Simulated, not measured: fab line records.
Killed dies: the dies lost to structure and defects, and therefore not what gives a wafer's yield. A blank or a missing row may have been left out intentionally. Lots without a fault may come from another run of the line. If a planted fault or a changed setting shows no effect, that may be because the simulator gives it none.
Struck lot and sound lot, side by side + flow berkeleyCmos170 + 16 out of 331 route steps
Sound: these wafers, L309.3, L309.4, L309.6. Wafers struck: L308.4, L308.5, L308.6. The cause comes at the end.
For every step that has rows: the tool of each side, followed by ch and its chambers, followed by its first start. Under that, the readings that differ: sound wafers + struck wafers + difference of the means + sigmas: that difference in standard deviations of wafers without a fault.
alike: readings whose means differ by less than 2 such deviations, and words and numbers that are the same on both sides. not compared: withheld readings, readings that some wafer has no value for, bounds like >300 that may hide the same value, and numbers for which the record gives no deviation and whose values overlap.
Wherever a step has rows on one side only, a row that says differs or no value, or a row with sigmas, the two part there. Non-overlapping numbers with no deviation appear without sigmas and do not part them. A reading missing from all wafers of one side parts the sides only when that side holds two or more wafers.

first, 5 steps without rows for these wafers: UCB170_NLDD_COAT_01 (resist thk 900 nm); UCB170_NLDD_SOFTBAKE_02 (time 60 s); UCB170_NLDD_EXPOSE_03 (exposes mask NSELECT, target cd 1200 nm); UCB170_NLDD_PEB_04; UCB170_NLDD_DEVELOP_05 (develop time 45 s).
UCB170_NLDD_CD_MEAS_06: target cd 1200 nm.
  struck on cdSem-01, day 8 18:21; sound on cdSem-01, day 8 18:37
  alike: cdNm
UCB170_NLDD_OVL_MEAS_07:
  struck on overlay-02, day 8 18:26; sound on overlay-02, day 8 18:42
  alike: NLDD_OVL
then, 2 steps without rows for these wafers: UCB170_NLDD_IMPLANT_08; UCB170_NLDD_IMPLANT_09.
UCB170_NLDD_STRIP_10: strips in O2.
  sound on plasmaAsher-02 ch 0,1, day 8 19:04; struck on plasmaAsher-02 ch 0,1, day 8 18:47
| reading                  | sound             | struck            | difference | sigmas |
|--------------------------|-------------------|-------------------|------------|--------|
| stripTimeToEndpointS (s) | 21.63 21.51 21.59 | 21.72 21.73 21.68 | +0.13      | +2     |
  alike: drypumpMotorCurrentA, oesProductAu
  not compared: rfHoursCounterH
UCB170_NLDD_TW_MEAS_11:
  struck on filmMetro-03, day 8 18:53; sound on filmMetro-04, day 8 19:08
  alike: NLDD_TW
then, 1 step without rows for these wafers: UCB170_NLDD_CLEAN_12 (cleans in SPM, time 600 s).
UCB170_SPACER_CVD_00: deposits SiO2 from TEOS/O2, target thk 376 nm, time 47 s.
  sound on pecvd-01 ch 1,2, day 8 19:37; struck on pecvd-02 ch 0,1,2, day 8 19:17
| reading                                | sound           | struck            | difference | sigmas |
|----------------------------------------|-----------------|-------------------|------------|--------|
| model.SiO2_of_SPACER_CVD_00.thkNm (nm) | 373.3 380.1 381 | 526.6 525.5 530.2 | +149.3     |        |
  alike: heaterPowerW
UCB170_SPACER_THK_MEAS_01:
  struck on filmMetro-02, day 8 19:20; sound on filmMetro-01, day 8 19:41
| reading              | sound       | struck      | difference | sigmas |
|----------------------|-------------|-------------|------------|--------|
| SPACER_TEOS_THK (nm) | 373 380 381 | 527 525 530 | +149       | +31    |
then, 1 step without rows for these wafers: UCB170_SPACER_ANNEAL_02 (time 1800 s).
UCB170_SPACER_ETCHBACK_03: etches SiO2 in CHF3/CF4/Ar, stops on Si, target depth 376 nm, time 100 s.
  sound on rieDiel-01 ch 0,2, day 8 22:24; struck on rieDiel-04 ch 0,1,3, day 8 22:24
| reading                 | sound             | struck            | difference | sigmas |
|-------------------------|-------------------|-------------------|------------|--------|
| oesProductAu (a.u.)     | 0.890 0.915 0.913 | 1.006 0.994 1.022 | +0.101     | +8     |
| model.etch.depthNm (nm) | 373.3 380.1 381   | 441.9 433.5 436.5 | +59.2      |        |
  alike: drypumpMotorCurrentA, throttleValvePct
  not compared: rfHoursCounterH

## WHERE THEY PART
Last at UCB170_SPACER_ETCHBACK_03 as far as this record goes, first at UCB170_NLDD_STRIP_10.

WHY: the cause the simulator had injected
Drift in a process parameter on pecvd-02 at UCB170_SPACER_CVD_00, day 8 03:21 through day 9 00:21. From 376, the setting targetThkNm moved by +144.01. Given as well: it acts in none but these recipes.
